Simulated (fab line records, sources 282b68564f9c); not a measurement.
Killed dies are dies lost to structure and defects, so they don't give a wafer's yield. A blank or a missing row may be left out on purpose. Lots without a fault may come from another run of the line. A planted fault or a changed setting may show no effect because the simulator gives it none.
A struck lot beside a sound one | flow rit_cmos | 15 steps out of a route of 202
Sound: wafers L374.1, L374.2, L374.4. Struck: wafers L362.3, L362.4, L362.5. The cause comes at the end.
At each step with rows: each side's tool, then ch and its chambers, then its first start. Under that, the readings that differ: sound wafers | struck wafers | difference of the means | sigmas: that difference in standard deviations of wafers without a fault.
alike: readings whose means differ by less than 2 such deviations, and words and numbers that are the same on both sides. not compared: withheld readings, readings that some wafer has no value for, bounds like >300 that may hide the same value, and numbers for which the record gives no deviation and whose values overlap.
The two part at a step that has a row with sigmas, a row that says differs or no value, or rows on one side only. Numbers that don't overlap but have no deviation are shown without sigmas and don't part them. A reading that every wafer of one side lacks parts them only if that side has two wafers or more.

first, 2 steps without rows for these wafers: RIT_NRETRO_HARDBAKE_07 (time 120 s); RIT_NRETRO_IMPLANT_08.
RIT_NRETRO_STRIP_09: strips in O2, time 180 s.
  sound on plasma_asher-01 ch 0,1, day 6 00:32; struck on plasma_asher-04 ch 0,1, day 3 11:18
  alike: drypump_motor_current_A
  not compared: rf_hours_counter_h
RIT_NRETRO_TW_MEAS_10:
  sound on film_metro-01, day 6 00:42; struck on film_metro-02, day 3 11:26
  reading   | sound          | struck         | difference | sigmas
  NRETRO_TW | 1042 1045 1042 | 1060 1060 1057 | +16        | +2
then, 6 steps without rows for these wafers: RIT_PRETRO_HMDS_00 (prime time 60 s); RIT_PRETRO_COAT_01 (resist thk 1300 nm); RIT_PRETRO_SOFTBAKE_02 (time 60 s); RIT_PRETRO_EXPOSE_03 (exposes mask M5, target cd 43700 nm); RIT_PRETRO_PEB_04; RIT_PRETRO_DEVELOP_05 (develop time 68 s).
RIT_PRETRO_OVL_MEAS_06:
  sound on overlay-02, day 6 01:38; struck on overlay-01, day 3 12:22
  alike: PRETRO_OVL
then, 1 step without rows for these wafers: RIT_PRETRO_HARDBAKE_07 (time 120 s).
RIT_PRETRO_IMPLANT_08:
  sound on implanter-02 ch 0, day 6 01:56; struck on implanter-01 ch 0, day 3 12:41
  reading            | sound             | struck            | difference | sigmas
  tilt_deg (degrees) | 6.995 7.002 6.987 | 4.507 4.493 4.462 | -2.507     | -99 or more
RIT_PRETRO_STRIP_09: strips in O2, time 180 s.
  sound on plasma_asher-03 ch 0,1, day 6 02:05; struck on plasma_asher-02 ch 0,1, day 3 12:51
  alike: drypump_motor_current_A
  not compared: rf_hours_counter_h
RIT_M1_PROBE_99:
  the record has rows for the struck wafers here (prober-02, day 4 14:08) and none for the sound ones

WHERE THEY PART
First at RIT_NRETRO_TW_MEAS_10; last, within this record, at RIT_M1_PROBE_99.

WHY: what the simulator had put in
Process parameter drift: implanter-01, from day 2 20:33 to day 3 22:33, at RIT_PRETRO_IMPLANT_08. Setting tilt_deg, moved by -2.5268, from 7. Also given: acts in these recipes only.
